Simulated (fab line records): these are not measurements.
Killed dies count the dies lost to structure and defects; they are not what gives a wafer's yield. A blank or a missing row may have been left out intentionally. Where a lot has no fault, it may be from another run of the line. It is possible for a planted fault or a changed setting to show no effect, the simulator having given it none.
fab line records    flow ritCmos
record: lots: 6  wafers: 18  lastDay: 7
route steps=202 shown FOX2@24 NWELL@28 PWELL@39 WELLDRIVE@50 M1@202
lots that met no fault: taken from a fault-free run of the same line
startH: hours from the record's first day to the start of the lot's first wafer shown    waitH: time in hours since the lot's previous step    " repeats the value in the row above    L1.1+2: one row covering several wafers at once    - no value, or no start was given    * or withheld: withheld    < > ~ a bound
route shown NAME@n: NAME is a module with steps in the file, n the number in the route of the first one    usual: mean and standard deviation over wafers with no fault    same: alike in all rows    chamber/n: place in a boat    sites: readings site by site    _std_site: their standard deviation    _edge_site: mean of outer sites minus mean of inner sites    radiusMm: for every site, how far away it sits from the centre of the wafer    mask NAME#n: copy n    behind: the last tool/chamber to shape the wafer    hold: what put the lot on hold/how long, in hours/how the hold closed    device: whichever transistor did not switch (one of n, p or np)    end of line: tests run on the same wafers once the route is complete    a step given without rows: its recipe and nothing more    killed: the dies lost at the first sort to structure and to defects; this is not the yield of the wafer    map: a wafer's dies, x killed, . not, _ none there
set.NAME: the setting as run; set.NAME@STEP: as run at that earlier step    model.NAME: the simulator's own value behind a step, which no gauge read
certain route steps with their lots: each step a table, each wafer a row
services: the hour from which a tool's chamber was out of use, counted from the record's first day as startH (under 0 if before that day), plus the number of hours and why
== steps ==
step: RIT_FOX2_THK_MEAS_01
recipe: reads: SiO2_of_FOX2_OXIDATION_00
usual: FOX2_OXIDE_THK: 352/5.5
lot.wafer  tool          chamber  startH  waitH  FOX2_OXIDE_THK[nm]
L182.3     filmMetro-03  -        43.87   0.0    353
L182.4     "             -        "       "      349
L182.5     "             -        "       "      353
L184.1     filmMetro-03  -        53.05   0.0    344
L184.2     "             -        "       "      346
L184.3     "             -        "       "      344
L189.1     filmMetro-03  -        80.12   0.0    357
L189.3     "             -        "       "      358
L189.5     "             -        "       "      359
L190.2     filmMetro-03  -        93.00   0.0    351
L190.4     "             -        "       "      355
L190.5     "             -        "       "      352
L199.2     filmMetro-04  -        126.63  0.0    347
L199.4     "             -        "       "      345
L199.6     "             -        "       "      342
L200.1     filmMetro-04  -        130.40  0.0    337
L200.3     "             -        "       "      341
L200.5     "             -        "       "      349
step: RIT_FOX2_CLEAN_02
recipe: chemistry: dHF  dilution: 50:1  timeS: 180
step: RIT_FOX2_WET_ETCH_03
recipe: chemistry: H3PO4  target: Si3N4  targetDepthNm: 195  tempC: 165  timeS: 2700
step: RIT_FOX2_THK_MEAS_90
recipe: reads: SiO2_of_FOX2_OXIDATION_00
usual: FIELD_OXIDE_LEFT_1_THK: 325/5.6
lot.wafer  tool          chamber  startH  waitH  FIELD_OXIDE_LEFT_1_THK[nm]
L182.3     filmMetro-02  -        44.75   0.0    326
L182.4     "             -        "       "      321
L182.5     "             -        "       "      326
L184.1     filmMetro-04  -        54.00   0.0    316
L184.2     "             -        "       "      318
L184.3     "             -        "       "      317
L189.1     filmMetro-04  -        81.00   0.0    330
L189.3     "             -        "       "      331
L189.5     "             -        "       "      331
L190.2     filmMetro-04  -        93.88   0.0    323
L190.4     "             -        "       "      328
L190.5     "             -        "       "      324
L199.2     filmMetro-03  -        127.51  0.0    320
L199.4     "             -        "       "      318
L199.6     "             -        "       "      315
L200.1     filmMetro-04  -        131.28  0.0    310
L200.3     "             -        "       "      315
L200.5     "             -        "       "      322
step: RIT_NWELL_HMDS_00
recipe: primeTimeS: 60  primeTempC: 140
step: RIT_NWELL_COAT_01
recipe: resist: NOVOLAK  spinRpm: 2000  resistThkNm: 1300
step: RIT_NWELL_SOFTBAKE_02
recipe: resist: NOVOLAK  tempC: 90  timeS: 60
step: RIT_NWELL_EXPOSE_03
recipe: maskId: M2  na: 0.57  targetCdNm: 43900  doseMj: 250
step: RIT_NWELL_PEB_04
recipe: resist: NOVOLAK  tempC: withheld  timeS: withheld
step: RIT_NWELL_DEVELOP_05
recipe: resist: NOVOLAK  developTimeS: 68  devTempC: 23
step: RIT_NWELL_OVL_MEAS_06
usual: NWELL_OVL: -1.4/1.2
lot.wafer  tool        chamber  startH  waitH  NWELL_OVL[nm]
L182.3     overlay-01  -        45.81   -      -1.1
L182.4     "           -        "       "      -1.1
L182.5     "           -        "       "      -2.7
L184.1     overlay-01  -        55.06   -      0.6
L184.2     "           -        "       "      0.0
L184.3     "           -        "       "      -1.5
L189.1     overlay-02  -        82.28   -      -4.0
L189.3     "           -        "       "      -0.4
L189.5     "           -        "       "      -2.2
L190.2     overlay-02  -        94.94   -      -0.1
L190.4     "           -        "       "      -2.3
L190.5     "           -        "       "      -0.6
L199.2     overlay-01  -        128.62  -      -2.2
L199.4     "           -        "       "      -1.3
L199.6     "           -        "       "      -1.4
L200.1     overlay-01  -        132.42  -      -0.9
L200.3     "           -        "       "      0.5
L200.5     "           -        "       "      -0.4
step: RIT_NWELL_HARDBAKE_07
recipe: resist: NOVOLAK  tempC: 140  timeS: 120
step: RIT_NWELL_IMPLANT_08
recipe: species: P  energyKev: 170  doseCm2: 5e+13  tiltDeg: 7
usual: beamOnS: 10.02/0.2  endStationPressureTorr: 5.16e-06/2.5e-07  faradayCurrentUA: 158/3
lot.wafer  tool          chamber  startH  waitH  beamOnS  endStationPressureTorr  faradayCurrentUA
L182.3     implanter-01  0        46.32   0.2    9.89     5.48e-06                160
L182.4     "             0        "       "      10.01    4.91e-06                158
L182.5     "             0        "       "      10.02    5.28e-06                159
L184.1     implanter-02  0        55.35   0.2    9.86     5.11e-06                162
L184.2     "             0        "       "      9.92     5.54e-06                159
L184.3     "             0        "       "      10.00    4.81e-06                158
L189.1     implanter-04  0        82.56   0.2    10.03    5.09e-06                158
L189.3     "             0        "       "      9.95     4.85e-06                160
L189.5     "             0        "       "      9.88     5.17e-06                160
L190.2     implanter-01  0        95.37   0.2    9.93     4.84e-06                160
L190.4     "             0        "       "      10.43    5.04e-06                152
L190.5     "             0        "       "      10.04    5.72e-06                157
L199.2     implanter-02  0        129.30  0.2    11.12    4.698e-05               145
L199.4     "             0        "       "      11.35    5.204e-05               141
L199.6     "             0        "       "      10.96    5.226e-05               146
L200.1     implanter-02  0        132.71  0.2    10.84    5.27e-05                147
L200.3     "             0        "       "      11.20    5.057e-05               143
L200.5     "             0        "       "      10.82    5.265e-05               147
step: RIT_NWELL_STRIP_09
recipe: chemistry: O2  timeS: 180  resist: NOVOLAK  platenTempC: withheld  powerW: 500  pressureMtorr: 4000  o2FlowSccm: 4000
usual: chamberPressureMTorr: 4000/3.7  drypumpMotorCurrentA: 5.8/0.46  o2FlowSccm: 4001/12  rfReflPowerW: 6.6/0.92
lot.wafer  tool            chamber  startH  waitH  chamberPressureMTorr  drypumpMotorCurrentA  o2FlowSccm  rfHoursCounterH  rfReflPowerW
L182.3     plasmaAsher-04  1        46.48   0.1    4002                  4.9                   3982        -                6.0
L182.4     "               0        "       "      4000                  5.5                   3983        -                6.1
L182.5     "               0        "       "      4001                  5.5                   3995        -                5.6
L184.1     plasmaAsher-02  0        55.50   0.1    3993                  5.7                   3990        41               6.2
L184.2     "               1        "       "      3997                  6.4                   3999        41               6.2
L184.3     "               0        "       "      3996                  5.7                   4007        -                6.4
L189.1     plasmaAsher-02  1        82.71   0.1    3996                  6.4                   4001        43               6.2
L189.3     "               1        "       "      4005                  6.4                   4021        -                6.2
L189.5     "               1        "       "      4001                  6.4                   4009        -                6.2
L190.2     plasmaAsher-01  0        95.49   0.1    3999                  6.0                   3994        25               8.7
L190.4     "               0        "       "      4007                  6.0                   3984        -                8.7
L190.5     "               0        "       "      3997                  6.0                   3989        -                8.7
L199.2     plasmaAsher-04  0        129.42  0.1    3999                  5.5                   3988        52               5.6
L199.4     "               0        "       "      3993                  5.5                   3980        -                5.8
L199.6     "               1        "       "      3995                  4.9                   4015        -                5.8
L200.1     plasmaAsher-02  1        132.86  0.1    4003                  6.4                   4008        49               6.2
L200.3     "               1        "       "      3996                  6.4                   4006        -                6.1
L200.5     "               1        "       "      4002                  6.4                   4002        -                6.2
step: RIT_NWELL_TW_MEAS_10
usual: NWELL_TW: 2155/16
lot.wafer  tool          chamber  startH  waitH  NWELL_TW
L182.3     filmMetro-04  -        46.62   0.1    2162
L182.4     "             -        "       "      2175
L182.5     "             -        "       "      2162
L184.1     filmMetro-04  -        55.67   0.1    2156
L184.2     "             -        "       "      2155
L184.3     "             -        "       "      2164
L189.1     filmMetro-04  -        82.89   0.1    2165
L189.3     "             -        "       "      2162
L189.5     "             -        "       "      2158
L190.2     filmMetro-04  -        95.68   0.1    2146
L190.4     "             -        "       "      2152
L190.5     "             -        "       "      2150
L199.2     filmMetro-03  -        129.61  0.1    2241
L199.4     "             -        "       "      2227
L199.6     "             -        "       "      2245
L200.1     filmMetro-04  -        133.03  0.1    2225
L200.3     "             -        "       "      2213
L200.5     "             -        "       "      2217
step: RIT_PWELL_HMDS_00
recipe: primeTimeS: 60  primeTempC: 140
step: RIT_PWELL_COAT_01
recipe: resist: NOVOLAK  spinRpm: 2000  resistThkNm: 1300
step: RIT_PWELL_SOFTBAKE_02
recipe: resist: NOVOLAK  tempC: 90  timeS: 60
step: RIT_PWELL_EXPOSE_03
recipe: maskId: M3  na: 0.57  targetCdNm: 43700  doseMj: 250
step: RIT_PWELL_PEB_04
recipe: resist: NOVOLAK  tempC: withheld  timeS: withheld
step: RIT_PWELL_DEVELOP_05
recipe: resist: NOVOLAK  developTimeS: 68  devTempC: 23
step: RIT_PWELL_OVL_MEAS_06
usual: PWELL_OVL: -0.5/1.2
lot.wafer  tool        chamber  startH  waitH  PWELL_OVL[nm]
L182.3     overlay-01  -        47.77   -      0.0
L182.4     "           -        "       "      -1.6
L182.5     "           -        "       "      -1.3
L184.1     overlay-01  -        56.61   -      -2.1
L184.2     "           -        "       "      -0.5
L184.3     "           -        "       "      -1.6
L189.1     overlay-02  -        84.04   -      1.3
L189.3     "           -        "       "      0.1
L189.5     "           -        "       "      0.8
L190.2     overlay-01  -        96.95   -      0.6
L190.4     "           -        "       "      0.6
L190.5     "           -        "       "      -0.5
L199.2     overlay-02  -        130.67  -      -0.5
L199.4     "           -        "       "      -0.8
L199.6     "           -        "       "      0.7
L200.1     overlay-02  -        134.30  -      -0.9
L200.3     "           -        "       "      -0.2
L200.5     "           -        "       "      -0.8
step: RIT_PWELL_HARDBAKE_07
recipe: resist: NOVOLAK  tempC: 140  timeS: 120
step: RIT_PWELL_IMPLANT_08
recipe: species: B  energyKev: 170  doseCm2: 7e+13  tiltDeg: 7
step: RIT_PWELL_STRIP_09
recipe: chemistry: O2  timeS: 180  resist: NOVOLAK  platenTempC: withheld  powerW: 500  pressureMtorr: 4000  o2FlowSccm: 4000
usual: chamberPressureMTorr: 4001/3.6  drypumpMotorCurrentA: 5.4/0.43  o2FlowSccm: 3999/13  rfReflPowerW: 6.6/0.94
lot.wafer  tool            chamber  startH  waitH  chamberPressureMTorr  drypumpMotorCurrentA  o2FlowSccm  rfHoursCounterH  rfReflPowerW
L182.3     plasmaAsher-04  0        48.25   0.1    4001                  5.6                   4002        -                6.4
L182.4     "               1        "       "      3996                  4.9                   4008        -                6.4
L182.5     "               0        "       "      3998                  5.5                   4016        -                5.7
L184.1     plasmaAsher-01  0        57.05   0.1    4004                  6.0                   4023        22               8.8
L184.2     "               1        "       "      3999                  5.6                   3970        22               6.3
L184.3     "               1        "       "      3999                  5.7                   3999        -                6.3
L189.1     plasmaAsher-04  0        84.62   0.1    4004                  5.5                   3999        46               5.8
L189.3     "               0        "       "      4001                  5.5                   4005        -                5.6
L189.5     "               1        "       "      3999                  4.9                   3996        -                6.5
L190.2     plasmaAsher-04  1        97.50   0.1    4007                  4.9                   3992        48               6.4
L190.4     "               0        "       "      4001                  5.5                   3993        -                6.0
L190.5     "               0        "       "      3997                  5.5                   3991        -                5.6
L199.2     plasmaAsher-04  1        131.37  0.1    3993                  4.9                   3994        52               6.2
L199.4     "               0        "       "      3997                  5.5                   3981        -                5.4
L199.6     "               0        "       "      4006                  5.5                   3989        -                5.8
L200.1     plasmaAsher-04  1        134.88  0.1    3996                  4.9                   4000        53               6.3
L200.3     "               0        "       "      4001                  5.5                   4004        -                6.0
L200.5     "               1        "       "      4006                  4.9                   4021        -                5.9
step: RIT_PWELL_TW_MEAS_10
usual: PWELL_TW: 955/8
lot.wafer  tool          chamber  startH  waitH  PWELL_TW
L182.3     filmMetro-04  -        48.39   0.1    955
L182.4     "             -        "       "      954
L182.5     "             -        "       "      956
L184.1     filmMetro-03  -        57.22   0.1    960
L184.2     "             -        "       "      960
L184.3     "             -        "       "      957
L189.1     filmMetro-04  -        84.79   0.1    960
L189.3     "             -        "       "      957
L189.5     "             -        "       "      957
L190.2     filmMetro-01  -        97.69   0.1    942
L190.4     "             -        "       "      939
L190.5     "             -        "       "      943
L199.2     filmMetro-03  -        131.56  0.1    961
L199.4     "             -        "       "      961
L199.6     "             -        "       "      960
L200.1     filmMetro-04  -        135.05  0.1    953
L200.3     "             -        "       "      955
L200.5     "             -        "       "      953
step: RIT_WELLDRIVE_ANNEAL_00
recipe: tempC: 1100  timeS: 14700  ambient: N2
step: RIT_WELLDRIVE_RS_MEAS_01
recipe: thkMeasGauge: four-point-probe
usual: NWELL_RS: 275.2/0.6
lot.wafer  tool          chamber  startH  waitH  NWELL_RS[ohm/sq]
L182.3     filmMetro-04  -        54.38   0.0    275.1
L182.4     "             -        "       "      275.3
L182.5     "             -        "       "      275.6
L184.1     filmMetro-01  -        73.35   0.0    276.1
L184.2     "             -        "       "      275.5
L184.3     "             -        "       "      275.9
L189.1     filmMetro-03  -        93.57   0.0    275.3
L189.3     "             -        "       "      275.3
L189.5     "             -        "       "      275.2
L190.2     filmMetro-04  -        102.84  0.0    275.5
L190.4     "             -        "       "      274.9
L190.5     "             -        "       "      275.4
L199.2     filmMetro-01  -        137.07  0.0    257.9
L199.4     "             -        "       "      258.0
L199.6     "             -        "       "      258.4
L200.1     filmMetro-03  -        140.20  0.0    258.5
L200.3     "             -        "       "      258.3
L200.5     "             -        "       "      258.1
step: RIT_WELLDRIVE_RS_MEAS_02
recipe: thkMeasGauge: four-point-probe
usual: PWELL_RS: 429.3/1.1
lot.wafer  tool          chamber  startH  waitH  PWELL_RS[ohm/sq]
L182.3     filmMetro-04  -        54.50   0.1    429.5
L182.4     "             -        "       "      428.9
L182.5     "             -        "       "      429.7
L184.1     filmMetro-01  -        73.47   0.1    429.5
L184.2     "             -        "       "      428.1
L184.3     "             -        "       "      428.6
L189.1     filmMetro-03  -        93.69   0.1    429.5
L189.3     "             -        "       "      430.3
L189.5     "             -        "       "      430.5
L190.2     filmMetro-04  -        102.96  0.1    431.3
L190.4     "             -        "       "      430.8
L190.5     "             -        "       "      430.7
L199.2     filmMetro-01  -        137.19  0.1    428.7
L199.4     "             -        "       "      430.7
L199.6     "             -        "       "      429.5
L200.1     filmMetro-03  -        140.32  0.1    431.8
L200.3     "             -        "       "      430.4
L200.5     "             -        "       "      430.7
step: RIT_M1_PROBE_99
usual: killedAtFrontEnd: 6.7/2.9  killedDies: 6.8/2.9  killedOnRim: 1.9/1.4  killedOpen: 3.5/2.1  killedShort: 3.2/1.9
same: grossDies: 264  killed_at_M0_to_M3: 0  killed_at_M4_up: 0  killedAtBackSide: 0  killedAtContacts: 0  killedAtOther: 0
lot.wafer  tool       chamber  startH  waitH  killedAtFrontEnd  killedDies  killedOnRim  killedOpen  killedShort
L182.3     prober-01  -        101.28  0.2    5                 5           1            3           2
L182.4     prober-01  -        101.33  0.2    5                 5           1            3           2
L182.5     prober-01  -        101.38  0.2    9                 9           3            6           3
killed by level:class
L182.3 REOX:geometricParticle:short=2 GATE:geometricParticle:open=1 SPACER:geometricParticle:open=1 SILICIDE:geometricParticle:open=1
L182.4 FOX1:geometricParticle:open=2 REOX:geometricParticle:open=1 REOX:geometricParticle:short=1 SILICIDE:geometricParticle:short=1
L182.5 FOX1:geometricParticle:short=2 FOX1:geometricParticle:open=2 REOX:geometricParticle:open=2 FOX2:geometricParticle:open=1 GATE:geometricParticle:short=1 SILICIDE:geometricParticle:open=1
== services ==
tool            chamber  startH  hours  kind
plasmaAsher-01  -        52.31   4.0    repair
implanter-04    -        52.47   4.5    repair
plasmaAsher-01  -        64.14   1.0    repair
implanter-01    -        86.81   2.6    repair
plasmaAsher-01  -        98.66   2.8    pm
implanter-04    -        110.13  3.1    pm
implanter-02    -        119.67  2.7    repair
implanter-04    -        124.92  17.4   pm
== key ==
firstSign: step: RIT_NWELL_IMPLANT_08  reading: endStationPressureTorr  direction: up  sigmas: 99+  usual: 5.16e-06  struck: 5.12e-05
effect: step: RIT_NWELL_IMPLANT_08  reading: beamOnS  direction: up  sigmas: 5.2  usual: 10.02  struck: 11.05
effect: step: RIT_NWELL_TW_MEAS_10  reading: NWELL_TW  direction: up  sigmas: 4.5  usual: 2155  struck: 2228
effect: step: RIT_WELLDRIVE_RS_MEAS_01  reading: NWELL_RS  direction: down  sigmas: 28  usual: 275.2  struck: 258.2
metAt RIT_NWELL_IMPLANT_08
struckWafers L199.2,L199.4,L199.6,L200.1,L200.3,L200.5
testerLeftOut L199,L200
onsetBetween 55.35 129.30
fault: kind: processParameterDrift  tool: implanter-02  chamber: -  onsetH: 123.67  steps: RIT_NWELL_IMPLANT_08  channel: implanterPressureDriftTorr  offset: 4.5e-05  shape: step  endH: 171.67
fault: kind: processParameterDrift  tool: implanter-02  chamber: -  onsetH: 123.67  steps: RIT_NWELL_IMPLANT_08  channel: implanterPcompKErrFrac  offset: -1  shape: step  endH: 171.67
testerLeftOut: of these lots the tester's yield and bins aren't shown, on N5 and GAA mostly nor the transistor test; their killed dies are dies lost to structure and defects alone, not to doping, threshold or leakage, so they don't give the yield
